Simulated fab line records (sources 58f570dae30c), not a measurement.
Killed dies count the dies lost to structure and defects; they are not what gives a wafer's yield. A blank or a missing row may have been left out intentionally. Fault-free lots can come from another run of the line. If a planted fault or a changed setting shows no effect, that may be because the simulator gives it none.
Lot-split experiment ; flow berkeley_cmos170 ; on a route of 331 steps: 5 lots, 23 wafers read

== ABOUT THE SPLIT ==
At UCB170_M3_EXPOSE_12 (exposes mask METAL3, target cd 700 nm), the setting dose_mj was moved away from the recipe's 26 on 10 of the 23 wafers read, by -6.3% to +6.8%. This setting was run at the recipe's value on the other wafers.

== FROM THE SPLIT TO THE READING: what the file shows between them, 2 steps ==
- UCB170_M3_PEB_13
- UCB170_M3_DEVELOP_14: develop time 45 s

== THE READING ==
Shown in nm: cd_nm at UCB170_M3_CD_MEAS_15, with target cd 700 nm. A value of 699.9 nm with a standard deviation of 1.4 nm is what fault-free wafers of this fab line usually give.

wafer;tool, chamber at the split;dose_mj as run;against the recipe;cd_nm, nm;against lot-mates on the recipe
L075.1;krf_scanner-01, 0;26;recipe;702.5;-
L075.3;krf_scanner-01, 0;26;recipe;701.6;-
L075.4;krf_scanner-01, 0;26;recipe;700.8;-
L075.5;krf_scanner-01, 0;27.14;+4.4%;693.0;-8.6
L075.6;krf_scanner-01, 0;27.14;+4.4%;693.3;-8.3
L077.1;krf_scanner-02, 0;24.37;-6.3%;710.7;+11.1
L077.2;krf_scanner-02, 0;24.37;-6.3%;710.8;+11.2
L077.3;krf_scanner-02, 0;24.37;-6.3%;709.5;+9.9
L077.4;krf_scanner-02, 0;26;recipe;699.9;-
L077.5;krf_scanner-02, 0;26;recipe;699.3;-
L078.1;krf_scanner-01, 0;26;recipe;698.1;-
L078.3;krf_scanner-01, 0;26;recipe;696.8;-
L078.6;krf_scanner-01, 0;26;recipe;697.7;-
L080.1;krf_scanner-02, 0;26;recipe;700.7;-
L080.2;krf_scanner-02, 0;25.44;-2.2%;704.1;+3.2
L080.3;krf_scanner-02, 0;25.44;-2.2%;704.6;+3.7
L080.4;krf_scanner-02, 0;26;recipe;700.3;-
L080.5;krf_scanner-02, 0;26;recipe;701.6;-
L082.1;krf_scanner-01, 0;27.76;+6.8%;688.1;-12.7
L082.2;krf_scanner-01, 0;26;recipe;700.3;-
L082.3;krf_scanner-01, 0;26;recipe;701.3;-
L082.5;krf_scanner-01, 0;27.76;+6.8%;687.3;-13.5
L082.6;krf_scanner-01, 0;27.76;+6.8%;686.9;-13.9

FIT RESULTS
A straight line over all 23 wafers: cd_nm changes by -1.74 nm for each +1% of dose_mj; r = -0.98; the points scatter about the line by 1.4 nm.
The same after taking each lot's own level away (the mean of its wafers on the recipe; 23 wafers): -1.85 nm for each +1%; r = -1.00; scatter 0.65 nm.
On that fit, the largest move of dose_mj shifts the reading by 13 nm.
The lots' own levels span 697.53 to 701.63 nm, that is 2.9 times the standard deviation above.
The two slopes are in agreement: the lot-to-lot level therefore moves the slope only a little.
Check: -12.9 nm against its lot-mates is what the line predicts for one of the wafers moved furthest among these (+6.8%) when that wafer is left out of the fit. Against them it came out at -12.7 nm.

== THESE WAFERS: OTHER SPLITS ==
Note: prior to the reading, these wafers also went through further splits. Each is held against what the fit with the lots' levels taken away leaves over:
other split on the same wafers;wafers away from the commonest value;r with cd_nm (lot level and that fit taken away)
UCB170_M1_ETCH_11 source_w;5;+0.17
UCB170_M2_SPUTTER_01 power_w;10;+0.06
UCB170_M2_METAL_ETCH_18 icp_w;7;-0.26
UCB170_V2_CMP_02 leave_above_ref_nm;7;+0.06
UCB170_M3_SPUTTER_01 power_w;10;-0.06

== THE WHOLE CHAIN: every reading that the file lists as answering this split, in the file's order ==
step;what it does;reading;change (the file's fit);r (the file's)
UCB170_M3_CD_MEAS_15;target cd 700 nm;cd_nm;-1.86 nm for each +1% of the setting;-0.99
UCB170_M3_ETCH_17;etches BARC in N2/H2;M3.cd_nm (the simulator's own value, which no gauge read);-1.86 nm for each +1% of the setting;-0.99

== THE FILE'S OWN FIT ==
cd_nm changes by -1.86 nm for each +1% of dose_mj, r = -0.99.
